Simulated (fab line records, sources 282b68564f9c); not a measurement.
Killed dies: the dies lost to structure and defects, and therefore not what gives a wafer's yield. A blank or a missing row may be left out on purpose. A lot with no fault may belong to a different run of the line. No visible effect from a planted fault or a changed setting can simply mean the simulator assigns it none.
fab line records + flow ritCmos
record:
- lots: 7
- wafers: 21
- lastDay: 7
route steps=202 shown SILICIDE@167 CONTACT@168 M1@202
lots untouched by any fault: they come from a run of this same line in which no faults occurred
startH: hours from the record's opening day to when the first of the lot's shown wafers began + waitH: how many hours have passed since the lot's step before this one + " unchanged from the row above + L1.1+2: several wafers, shown together as one row + - no value, or no start was given + * or withheld: withheld + < > ~ a bound
route shown NAME@n: NAME is a module with steps in the file, n the number in the route of the first one + usual: mean and standard deviation over wafers with no fault + same: alike in all rows + chamber/n: place in a boat + sites: per-site readings + _std_site: how widely they spread, as a standard deviation + _edge_site: mean of outer sites minus mean of inner sites + radiusMm: for every site, how far away it sits from the centre of the wafer + mask NAME#n: copy n + behind: tool/chamber where the wafer was last shaped + hold: cause of the lot's hold/its duration in hours/its outcome + device: which transistor (n, p or np) failed to switch + end of line: the tests these same wafers got at the end of their route + where a step has no rows: the recipe by itself + killed: the dies lost at the first sort to structure and to defects; this is not the yield of the wafer + map: a wafer's dies, marking killed ones x, the rest . and places with no die _
set.NAME: setting as actually run; set.NAME@STEP: the setting as run at that earlier step + model.NAME: the simulator's own value behind a step, which no gauge read
lots at selected steps of the route; one table per step, one row per wafer
services: from which hour (startH, from the record's first day; less than 0 if before it) a tool's chamber was out of use, for how many hours, and why
== steps ==
step: RIT_SILICIDE_RTA_06
recipe:
- tempC: 750
- timeS: 10
- idleTempC: 25
- rampUpS: 5
- rampDownS: 10
- coolToC: 25
- ambient: N2
usual:
- wafer_temp_C_max: 752.9/0.79
| lot.wafer | tool         | chamber | startH | waitH | wafer_temp_C_max |
|-----------|--------------|---------|--------|-------|------------------|
| L937.3    | rtpAnneal-02 | 0       | 67.49  | 0.0   | 751.8            |
| L937.5    | "            | 0       | "      | "     | 752.1            |
| L937.6    | "            | 0       | "      | "     | 751.7            |
| L938.2    | rtpAnneal-01 | 0       | 72.53  | 0.0   | 754.2            |
| L938.3    | "            | 0       | "      | "     | 753.3            |
| L938.4    | "            | 0       | "      | "     | 752.9            |
| L942.1    | rtpAnneal-01 | 0       | 91.22  | 0.0   | 754.0            |
| L942.3    | "            | 0       | "      | "     | 753.8            |
| L942.4    | "            | 0       | "      | "     | 754.4            |
| L951.1    | rtpAnneal-02 | 0       | 131.39 | 0.0   | 752.5            |
| L951.4    | "            | 0       | "      | "     | 751.5            |
| L951.5    | "            | 0       | "      | "     | 752.5            |
| L952.3    | rtpAnneal-01 | 0       | 137.42 | 0.0   | 752.8            |
| L952.4    | "            | 0       | "      | "     | 753.6            |
| L952.5    | "            | 0       | "      | "     | 753.6            |
| L953.2    | rtpAnneal-02 | 0       | 145.01 | 0.0   | 753.0            |
| L953.4    | "            | 0       | "      | "     | 753.1            |
| L953.5    | "            | 0       | "      | "     | 752.1            |
| L958.2    | rtpAnneal-01 | 0       | 172.65 | 0.0   | 752.9            |
| L958.3    | "            | 0       | "      | "     | 753.0            |
| L958.5    | "            | 0       | "      | "     | 754.3            |
step: RIT_CONTACT_CVD_00
recipe:
- material: SiO2
- targetThkNm: 400
- precursor: TEOS
- tempC: 390
- timeS: 61
- rfW: 400
usual:
- heaterPowerW: 313/55
| lot.wafer | tool     | chamber | startH | waitH | heaterPowerW |
|-----------|----------|---------|--------|-------|--------------|
| L937.3    | pecvd-03 | 0       | 67.57  | 0.1   | 368          |
| L937.5    | "        | 0       | "      | "     | 374          |
| L937.6    | "        | 2       | "      | "     | 276          |
| L938.2    | pecvd-04 | 0       | 72.59  | 0.0   | 307          |
| L938.3    | "        | 2       | "      | "     | 366          |
| L938.4    | "        | 1       | "      | "     | 342          |
| L942.1    | pecvd-02 | 2       | 91.29  | 0.1   | 245          |
| L942.3    | "        | 1       | "      | "     | 269          |
| L942.4    | "        | 0       | "      | "     | 414          |
| L951.1    | pecvd-02 | 1       | 131.45 | 0.1   | 278          |
| L951.4    | "        | 1       | "      | "     | 287          |
| L951.5    | "        | 0       | "      | "     | 439          |
| L952.3    | pecvd-03 | 1       | 137.46 | 0.0   | 238          |
| L952.4    | "        | 2       | "      | "     | 303          |
| L952.5    | "        | 0       | "      | "     | 341          |
| L953.2    | pecvd-04 | 2       | 145.06 | 0.0   | 308          |
| L953.4    | "        | 1       | "      | "     | 346          |
| L953.5    | "        | 2       | "      | "     | 316          |
| L958.2    | pecvd-03 | 1       | 172.70 | 0.0   | 267          |
| L958.3    | "        | 0       | "      | "     | 373          |
| L958.5    | "        | 1       | "      | "     | 270          |
step: RIT_CONTACT_THK_MEAS_01
recipe:
- reads: SiO2_of_CONTACT_CVD_00
usual:
- CONTACT_TEOS_THK: 402/5.1
| lot.wafer | tool         | chamber | startH | waitH | CONTACT_TEOS_THK[nm] |
|-----------|--------------|---------|--------|-------|----------------------|
| L937.3    | filmMetro-02 | -       | 67.64  | 0.0   | 402                  |
| L937.5    | "            | -       | "      | "     | 411                  |
| L937.6    | "            | -       | "      | "     | 409                  |
| L938.2    | filmMetro-01 | -       | 72.65  | 0.0   | 398                  |
| L938.3    | "            | -       | "      | "     | 404                  |
| L938.4    | "            | -       | "      | "     | 413                  |
| L942.1    | filmMetro-02 | -       | 91.34  | 0.0   | 399                  |
| L942.3    | "            | -       | "      | "     | 400                  |
| L942.4    | "            | -       | "      | "     | 405                  |
| L951.1    | filmMetro-02 | -       | 131.50 | 0.0   | 402                  |
| L951.4    | "            | -       | "      | "     | 406                  |
| L951.5    | "            | -       | "      | "     | 411                  |
| L952.3    | filmMetro-02 | -       | 137.53 | 0.0   | 392                  |
| L952.4    | "            | -       | "      | "     | 405                  |
| L952.5    | "            | -       | "      | "     | 410                  |
| L953.2    | filmMetro-04 | -       | 145.12 | 0.0   | 395                  |
| L953.4    | "            | -       | "      | "     | 401                  |
| L953.5    | "            | -       | "      | "     | 394                  |
| L958.2    | filmMetro-02 | -       | 172.76 | 0.0   | 399                  |
| L958.3    | "            | -       | "      | "     | 401                  |
| L958.5    | "            | -       | "      | "     | 405                  |
step: RIT_CONTACT_HMDS_02
recipe:
- primeTimeS: 60
- primeTempC: 140
step: RIT_CONTACT_COAT_03
recipe:
- resist: NOVOLAK
- spinRpm: 3250
- resistThkNm: 1000
step: RIT_CONTACT_SOFTBAKE_04
recipe:
- resist: NOVOLAK
- tempC: 90
- timeS: 60
step: RIT_CONTACT_EXPOSE_05
recipe:
- maskId: M11
- na: 0.6
- sourceShape: conventional
- sigmaOuter: 0.5
- targetCdNm: 1000
- doseMj: 250
step: RIT_CONTACT_PEB_06
recipe:
- resist: NOVOLAK
- tempC: withheld
- timeS: withheld
step: RIT_CONTACT_DEVELOP_07
recipe:
- resist: NOVOLAK
- developTimeS: 120
- devTempC: 23
step: RIT_CONTACT_CD_MEAS_08
recipe:
- targetCdNm: 1000
usual:
- cdNm: 999.8/2.1
| lot.wafer | tool     | chamber | startH | waitH | cdNm   |
|-----------|----------|---------|--------|-------|--------|
| L937.3    | cdSem-01 | -       | 68.69  | -     | 999.9  |
| L937.5    | "        | -       | "      | "     | 1000.6 |
| L937.6    | "        | -       | "      | "     | 998.8  |
| L938.2    | cdSem-01 | -       | 73.81  | -     | 1004.3 |
| L938.3    | "        | -       | "      | "     | 1003.7 |
| L938.4    | "        | -       | "      | "     | 1002.7 |
| L942.1    | cdSem-01 | -       | 92.37  | -     | 998.8  |
| L942.3    | "        | -       | "      | "     | 998.8  |
| L942.4    | "        | -       | "      | "     | 999.0  |
| L951.1    | cdSem-01 | -       | 132.53 | -     | 1000.1 |
| L951.4    | "        | -       | "      | "     | 1001.9 |
| L951.5    | "        | -       | "      | "     | 1001.3 |
| L952.3    | cdSem-01 | -       | 138.71 | -     | 1002.6 |
| L952.4    | "        | -       | "      | "     | 1002.4 |
| L952.5    | "        | -       | "      | "     | 1002.8 |
| L953.2    | cdSem-01 | -       | 146.28 | -     | 995.2  |
| L953.4    | "        | -       | "      | "     | 995.6  |
| L953.5    | "        | -       | "      | "     | 998.3  |
| L958.2    | cdSem-02 | -       | 174.05 | -     | 999.5  |
| L958.3    | "        | -       | "      | "     | 1001.9 |
| L958.5    | "        | -       | "      | "     | 999.6  |
step: RIT_CONTACT_OVL_MEAS_09
usual:
- CONTACT_OVL: 0.6/1.3
| lot.wafer | tool       | chamber | startH | waitH | CONTACT_OVL[nm] |
|-----------|------------|---------|--------|-------|-----------------|
| L937.3    | overlay-02 | -       | 68.78  | 0.1   | 0.7             |
| L937.5    | "          | -       | "      | "     | -1.4            |
| L937.6    | "          | -       | "      | "     | -0.1            |
| L938.2    | overlay-01 | -       | 73.92  | 0.1   | 1.7             |
| L938.3    | "          | -       | "      | "     | 0.4             |
| L938.4    | "          | -       | "      | "     | 2.0             |
| L942.1    | overlay-02 | -       | 92.49  | 0.1   | -1.2            |
| L942.3    | "          | -       | "      | "     | -1.5            |
| L942.4    | "          | -       | "      | "     | -0.4            |
| L951.1    | overlay-02 | -       | 132.65 | 0.1   | 1.5             |
| L951.4    | "          | -       | "      | "     | 0.2             |
| L951.5    | "          | -       | "      | "     | 0.9             |
| L952.3    | overlay-01 | -       | 138.80 | 0.1   | 0.9             |
| L952.4    | "          | -       | "      | "     | 1.0             |
| L952.5    | "          | -       | "      | "     | 1.2             |
| L953.2    | overlay-02 | -       | 146.39 | 0.1   | 0.6             |
| L953.4    | "          | -       | "      | "     | 1.3             |
| L953.5    | "          | -       | "      | "     | 0.4             |
| L958.2    | overlay-02 | -       | 174.15 | 0.1   | -0.4            |
| L958.3    | "          | -       | "      | "     | -1.1            |
| L958.5    | "          | -       | "      | "     | 1.3             |
step: RIT_CONTACT_HARDBAKE_10
recipe:
- resist: NOVOLAK
- tempC: 140
- timeS: 60
step: RIT_CONTACT_ETCH_11
recipe:
- targetDepthA: 4800
- overEtchFrac: 0.2
- stopOn: TiSi2
- chemistry: CHF3/CF4/Ar
- target: SiO2
- CHF3_flow_sccm: 50
- cf4FlowSccm: 10
- Ar_flow_sccm: 100
- O2_flow_sccm: 5
- pressureMtorr: 100
- rfW: 200
- timeS: 320
usual:
- CHF3_flow_sccm: 50.01/0.14
- O2_flow_sccm: 4.999/0.015
- drypumpMotorCurrentA: 5.7/0.48
- oesProductAu: 0.989/0.015
- throttleValvePct: 8.80/0.1
| lot.wafer | tool       | chamber | startH | waitH | CHF3_flow_sccm | O2_flow_sccm | drypumpMotorCurrentA | oesProductAu | rfHoursCounterH | throttleValvePct | model.NOVOLAK_of_CONTACT_COAT_03.thkNm |
|-----------|------------|---------|--------|-------|----------------|--------------|----------------------|--------------|-----------------|------------------|----------------------------------------|
| L937.3    | rieDiel-02 | 2       | 68.96  | 0.1   | 50.06          | 4.963        | 6.4                  | 1.017        | 112             | 8.83             | 771.5                                  |
| L937.5    | "          | 0       | "      | "     | 50.04          | 5.012        | 5.0                  | 0.994        | -               | 8.82             | 771.8                                  |
| L937.6    | "          | 3       | "      | "     | 50.00          | 5.018        | 6.5                  | 0.991        | -               | 8.86             | 769.4                                  |
| L938.2    | rieDiel-04 | 2       | 74.10  | 0.1   | 49.86          | 5.009        | 5.5                  | 0.971        | 6               | 8.78             | 763.8                                  |
| L938.3    | "          | 0       | "      | "     | 49.94          | 4.983        | 5.5                  | 0.992        | 12              | 8.98             | 766.9                                  |
| L938.4    | "          | 1       | "      | "     | 49.79          | 5.000        | 5.8                  | 0.973        | 4               | 8.82             | 762.7                                  |
| L942.1    | rieDiel-03 | 3       | 92.67  | 0.1   | 49.72          | 5.030        | 5.8                  | 0.983        | 127             | 8.75             | 769.3                                  |
| L942.3    | "          | 1       | "      | "     | 49.84          | 5.021        | 5.5                  | 0.994        | 33              | 8.95             | 767.3                                  |
| L942.4    | "          | 0       | "      | "     | 49.87          | 4.996        | 5.5                  | 0.999        | 120             | 8.65             | 770.1                                  |
| L951.1    | rieDiel-03 | 1       | 132.84 | 0.1   | -              | -            | -                    | -            | -               | -                | 880.9                                  |
| L951.4    | "          | 1       | "      | "     | -              | -            | -                    | -            | -               | -                | 880.5                                  |
| L951.5    | "          | 2       | "      | "     | -              | -            | -                    | -            | -               | -                | 878.2                                  |
| L952.3    | rieDiel-03 | 1       | 138.97 | 0.1   | -              | -            | -                    | -            | -               | -                | 883.2                                  |
| L952.4    | "          | 1       | "      | "     | -              | -            | -                    | -            | -               | -                | 883.9                                  |
| L952.5    | "          | 0       | "      | "     | -              | -            | -                    | -            | -               | -                | 883.4                                  |
| L953.2    | rieDiel-03 | 1       | 146.57 | 0.1   | -              | -            | -                    | -            | -               | -                | 884.6                                  |
| L953.4    | "          | 0       | "      | "     | -              | -            | -                    | -            | -               | -                | 887.4                                  |
| L953.5    | "          | 1       | "      | "     | -              | -            | -                    | -            | -               | -                | 881.5                                  |
| L958.2    | rieDiel-02 | 1       | 174.33 | 0.1   | 49.77          | 5.037        | 5.7                  | 1.001        | 6               | 8.81             | 766.4                                  |
| L958.3    | "          | 2       | "      | "     | 50.08          | 5.021        | 6.4                  | 1.023        | 114             | 8.82             | 771.2                                  |
| L958.5    | "          | 3       | "      | "     | 50.03          | 5.010        | 6.5                  | 0.987        | -               | 8.85             | 770.3                                  |
step: RIT_CONTACT_STRIP_12
recipe:
- chemistry: O2
- timeS: 180
- resist: NOVOLAK
- platenTempC: withheld
- powerW: 500
- pressureMtorr: 4000
- o2FlowSccm: 4000
usual:
- drypumpMotorCurrentA: 5.5/0.41
- o2FlowSccm: 4001/11
| lot.wafer | tool           | chamber | startH | waitH | drypumpMotorCurrentA | o2FlowSccm | rfHoursCounterH |
|-----------|----------------|---------|--------|-------|----------------------|------------|-----------------|
| L937.3    | plasmaAsher-02 | 0       | 69.21  | 0.2   | 5.3                  | 3990       | -               |
| L937.5    | "              | 0       | "      | "     | 5.2                  | 3981       | -               |
| L937.6    | "              | 1       | "      | "     | 5.1                  | 3986       | -               |
| L938.2    | plasmaAsher-04 | 0       | 74.29  | 0.1   | 5.3                  | 4012       | 42              |
| L938.3    | "              | 0       | "      | "     | 5.3                  | 3999       | -               |
| L938.4    | "              | 1       | "      | "     | 6.0                  | 4023       | -               |
| L942.1    | plasmaAsher-03 | 0       | 92.87  | 0.1   | 5.2                  | 4009       | 47              |
| L942.3    | "              | 0       | "      | "     | 5.3                  | 4011       | -               |
| L942.4    | "              | 1       | "      | "     | 6.1                  | 3991       | -               |
| L951.1    | plasmaAsher-03 | 1       | 133.03 | 0.1   | 6.1                  | 4000       | 1               |
| L951.4    | "              | 1       | "      | "     | 6.1                  | 3994       | -               |
| L951.5    | "              | 0       | "      | "     | 5.2                  | 4000       | -               |
| L952.3    | plasmaAsher-04 | 0       | 139.22 | 0.2   | 5.3                  | 3990       | -               |
| L952.4    | "              | 1       | "      | "     | 6.1                  | 4005       | -               |
| L952.5    | "              | 1       | "      | "     | 6.1                  | 4006       | -               |
| L953.2    | plasmaAsher-04 | 0       | 146.76 | 0.1   | 5.3                  | 3977       | 50              |
| L953.4    | "              | 1       | "      | "     | 6.1                  | 3989       | -               |
| L953.5    | "              | 1       | "      | "     | 6.1                  | 3991       | -               |
| L958.2    | plasmaAsher-04 | 1       | 174.53 | 0.1   | 6.1                  | 3998       | 53              |
| L958.3    | "              | 1       | "      | "     | 6.1                  | 3986       | -               |
| L958.5    | "              | 1       | "      | "     | 6.1                  | 3986       | -               |
step: RIT_CONTACT_CD_MEAS_90
recipe:
- targetCdNm: 1000
usual:
- cdNm: 999.8/2.1
| lot.wafer | tool     | chamber | startH | waitH | cdNm   |
|-----------|----------|---------|--------|-------|--------|
| L937.3    | cdSem-02 | -       | 69.37  | 0.1   | 1000.3 |
| L937.5    | "        | -       | "      | "     | 1000.3 |
| L937.6    | "        | -       | "      | "     | 999.3  |
| L938.2    | cdSem-02 | -       | 74.49  | 0.1   | 1004.6 |
| L938.3    | "        | -       | "      | "     | 1003.6 |
| L938.4    | "        | -       | "      | "     | 1001.9 |
| L942.1    | cdSem-02 | -       | 93.04  | 0.1   | 998.9  |
| L942.3    | "        | -       | "      | "     | 998.2  |
| L942.4    | "        | -       | "      | "     | 998.2  |
| L951.1    | cdSem-01 | -       | 133.21 | 0.1   | -      |
| L951.4    | "        | -       | "      | "     | -      |
| L951.5    | "        | -       | "      | "     | -      |
| L952.3    | cdSem-02 | -       | 139.38 | 0.1   | -      |
| L952.4    | "        | -       | "      | "     | -      |
| L952.5    | "        | -       | "      | "     | -      |
| L953.2    | cdSem-02 | -       | 146.96 | 0.1   | -      |
| L953.4    | "        | -       | "      | "     | -      |
| L953.5    | "        | -       | "      | "     | -      |
| L958.2    | cdSem-01 | -       | 174.72 | 0.1   | 999.8  |
| L958.3    | "        | -       | "      | "     | 1002.9 |
| L958.5    | "        | -       | "      | "     | 999.2  |
step: RIT_CONTACT_CLEAN_13
recipe:
- chemistry: SC1
- mix: 3:3:50
- timeS: 600
- tempC: 75
step: RIT_M1_PROBE_99
usual:
- killedAtContacts: 0.1/0.3
- killedAtFrontEnd: 7/3.3
- killedDies: 7/3.3
- killedOnRim: 2.2/1.4
- killedOpen: 3.8/2.3
- killedShort: 3.5/2.1
same:
- grossDies: 264
- killed_at_M0_to_M3: 0
- killed_at_M4_up: 0
- killedAtBackSide: 0
- killedAtOther: 0
| lot.wafer | tool      | chamber | startH | waitH | killedAtContacts | killedAtFrontEnd | killedDies | killedOnRim | killedOpen | killedShort |
|-----------|-----------|---------|--------|-------|------------------|------------------|------------|-------------|------------|-------------|
| L951.1    | prober-01 | -       | 137.75 | 0.1   | 255              | 9                | 264        | 70          | 3          | 5           |
| L951.4    | prober-01 | -       | 137.90 | 0.2   | 251              | 13               | 264        | 70          | 3          | 9           |
| L951.5    | prober-01 | -       | 137.95 | 0.2   | 258              | 6                | 264        | 70          | 3          | 3           |
| L952.3    | prober-02 | -       | 144.06 | 0.2   | 258              | 6                | 264        | 70          | 1          | 5           |
| L952.4    | prober-02 | -       | 144.11 | 0.2   | 255              | 9                | 264        | 70          | 6          | 3           |
| L952.5    | prober-02 | -       | 144.16 | 0.2   | 259              | 5                | 264        | 70          | 2          | 3           |
| L953.2    | prober-01 | -       | 151.67 | 0.1   | 258              | 6                | 264        | 70          | 6          | 0           |
| L953.4    | prober-01 | -       | 151.77 | 0.2   | 254              | 10               | 264        | 70          | 6          | 4           |
| L953.5    | prober-01 | -       | 151.82 | 0.2   | 254              | 10               | 264        | 70          | 6          | 4           |
| L958.2    | prober-02 | -       | 179.59 | 0.1   | 0                | 5                | 5          | 2           | 4          | 1           |
| L958.3    | prober-02 | -       | 179.64 | 0.2   | 0                | 9                | 9          | 2           | 3          | 6           |
| L958.5    | prober-02 | -       | 179.74 | 0.2   | 0                | 10               | 10         | 3           | 5          | 5           |
killed by level:class
L951.1 CONTACT:areaEtch=255 GATE:geometricParticle:short=3 REOX:geometricParticle:open=2 FOX1:geometricParticle:open=1 REOX:geometricParticle:short=1 SPACER:geometricParticle:short=1 NSD:coatMicrobubblePrinted=1
L951.4 CONTACT:areaEtch=251 FOX1:geometricParticle:short=3 REOX:geometricParticle:short=3 GATE:geometricParticle:short=2 GATE:geometricParticle:open=2 FOX1:geometricParticle:open=1 SILICIDE:geometricParticle:short=1 NSD:coatMicrobubblePrinted=1
L951.5 CONTACT:areaEtch=258 FOX1:geometricParticle:open=1 FOX2:geometricParticle:short=1 GATE:geometricParticle:open=1 REOX:geometricParticle:open=1 REOX:geometricParticle:short=1 SPACER:geometricParticle:short=1
L952.3 CONTACT:areaEtch=258 GATE:geometricParticle:short=3 FOX2:geometricParticle:short=1 REOX:geometricParticle:open=1 REOX:geometricParticle:short=1
L952.4 CONTACT:areaEtch=255 GATE:geometricParticle:open=2 SPACER:geometricParticle:open=2 FOX2:geometricParticle:open=1 FOX2:geometricParticle:short=1 REOX:geometricParticle:short=1 SPACER:geometricParticle:short=1 SILICIDE:geometricParticle:open=1
L952.5 CONTACT:areaEtch=259 GATE:geometricParticle:open=2 FOX2:geometricParticle:short=1 GATE:geometricParticle:short=1 REOX:geometricParticle:short=1
L953.2 CONTACT:areaEtch=258 FOX1:geometricParticle:open=2 FOX2:geometricParticle:open=2 GATE:geometricParticle:open=1 SILICIDE:geometricParticle:open=1
L953.4 CONTACT:areaEtch=254 FOX1:geometricParticle:short=3 GATE:geometricParticle:open=2 SPACER:geometricParticle:open=2 SILICIDE:geometricParticle:open=2 SILICIDE:geometricParticle:short=1
L953.5 CONTACT:areaEtch=254 GATE:geometricParticle:short=2 REOX:geometricParticle:open=2 SPACER:geometricParticle:open=2 FOX1:geometricParticle:open=1 FOX1:geometricParticle:short=1 GATE:geometricParticle:open=1 REOX:geometricParticle:short=1
L958.2 FOX2:geometricParticle:open=2 SPACER:geometricParticle:open=2 FOX2:geometricParticle:short=1
L958.3 GATE:geometricParticle:short=3 SPACER:geometricParticle:open=2 FOX1:geometricParticle:short=1 FOX2:geometricParticle:short=1 GATE:geometricParticle:open=1 SPACER:geometricParticle:short=1
L958.5 GATE:geometricParticle:short=3 GATE:geometricParticle:open=2 SPACER:geometricParticle:open=2 FOX1:geometricParticle:open=1 REOX:geometricParticle:short=1 SPACER:geometricParticle:short=1
map L951.1 (x killed, . not)
________xxxxxxx_______
_____xxxxxxxxxxxxx____
____xxxxxxxxxxxxxxx___
___xxxxxxxxxxxxxxxxx__
__xxxxxxxxxxxxxxxxxxx_
__xxxxxxxxxxxxxxxxxxx_
_xxxxxxxxxxxxxxxxxxxxx
_xxxxxxxxxxxxxxxxxxxxx
_xxxxxxxxxxxxxxxxxxxxx
_xxxxxxxxxxxxxxxxxxxxx
__xxxxxxxxxxxxxxxxxxx_
__xxxxxxxxxxxxxxxxxxx_
___xxxxxxxxxxxxxxxxx__
____xxxxxxxxxxxxxxx___
_____xxxxxxxxxxxxx____
________xxxxxxx_______
map L952.3 (x killed, . not)
________xxxxxxx_______
_____xxxxxxxxxxxxx____
____xxxxxxxxxxxxxxx___
___xxxxxxxxxxxxxxxxx__
__xxxxxxxxxxxxxxxxxxx_
__xxxxxxxxxxxxxxxxxxx_
_xxxxxxxxxxxxxxxxxxxxx
_xxxxxxxxxxxxxxxxxxxxx
_xxxxxxxxxxxxxxxxxxxxx
_xxxxxxxxxxxxxxxxxxxxx
__xxxxxxxxxxxxxxxxxxx_
__xxxxxxxxxxxxxxxxxxx_
___xxxxxxxxxxxxxxxxx__
____xxxxxxxxxxxxxxx___
_____xxxxxxxxxxxxx____
________xxxxxxx_______
== services ==
| tool           | chamber | startH | hours | kind      |
|----------------|---------|--------|-------|-----------|
| rtpAnneal-02   | -       | 45.17  | 2.7   | pm        |
| rieDiel-02     | 3       | 47.18  | 3.2   | repair    |
| pecvd-04       | -       | 61.48  | 6.0   | pm        |
| pecvd-04       | -       | 73.50  | 5.5   | pm        |
| rieDiel-04     | 3       | 86.84  | 2.3   | repair    |
| plasmaAsher-03 | -       | 86.96  | 2.8   | repair    |
| plasmaAsher-03 | -       | 108.75 | 9.0   | pm        |
| plasmaAsher-03 | 0       | 108.75 | 9.0   | ventCycle |
| plasmaAsher-03 | 1       | 108.75 | 9.0   | ventCycle |
| plasmaAsher-03 | 0       | 117.75 | -     | clean     |
| plasmaAsher-03 | 1       | 117.75 | -     | clean     |
| rieDiel-04     | 0       | 125.20 | 9.8   | repair    |
| rieDiel-04     | -       | 128.07 | 13.8  | repair    |
| rieDiel-04     | 3       | 129.12 | 3.5   | repair    |
| rieDiel-03     | 3       | 131.54 | 16.4  | repair    |
| plasmaAsher-04 | -       | 136.28 | 2.8   | pm        |
| rieDiel-02     | 2       | 141.63 | 17.9  | repair    |
| plasmaAsher-02 | -       | 153.39 | 1.0   | repair    |
| rieDiel-03     | 2       | 157.16 | 2.7   | repair    |
| rieDiel-04     | 2       | 157.16 | 4.5   | repair    |
| rieDiel-03     | 3       | 160.37 | 17.6  | repair    |
| pecvd-04       | 0       | 163.56 | 14.7  | repair    |
== key ==
firstSign:
- step: RIT_CONTACT_ETCH_11
- reading: toolRecord
- direction: missing
effect:
- step: RIT_CONTACT_CD_MEAS_90
- reading: cdNm
- direction: missing
effect:
- step: RIT_M1_PROBE_99
- reading: killedAtContacts
- direction: up
- sigmas: 99+
- usual: 0.1
- struck: 255.8
modelEffect:
- step: RIT_CONTACT_ETCH_11
- value: NOVOLAK_of_CONTACT_COAT_03.thkNm
- without: 772.3
- struck: 882.6
moreKillsBornAt:
- RIT_CONTACT_ETCH_11@rieDiel-03: 2302
metAt RIT_CONTACT_ETCH_11
struckWafers L951.1,L951.4,L951.5,L952.3,L952.4,L952.5,L953.2,L953.4,L953.5
laterRowsLeftOut L951.1,L951.4,L951.5,L952.3,L952.4,L952.5,L953.2,L953.4,L953.5
testerLeftOut L951,L952,L953
onsetBetween 92.67 132.84
fault:
- kind: skippedStepWhole
- tool: rieDiel-03
- chamber: -
- onsetH: 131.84
- steps: RIT_CONTACT_ETCH_11
- scope: struckLotsOnly
testerLeftOut: of these lots the tester's yield and bins aren't shown, on N5 and GAA mostly nor the transistor test; their killed dies are dies lost to structure and defects alone, not to doping, threshold or leakage, so they don't give the yield
laterRowsLeftOut: the simulator's readings of these wafers behind a module that went badly wrong aren't trusted and aren't shown, but for the sort
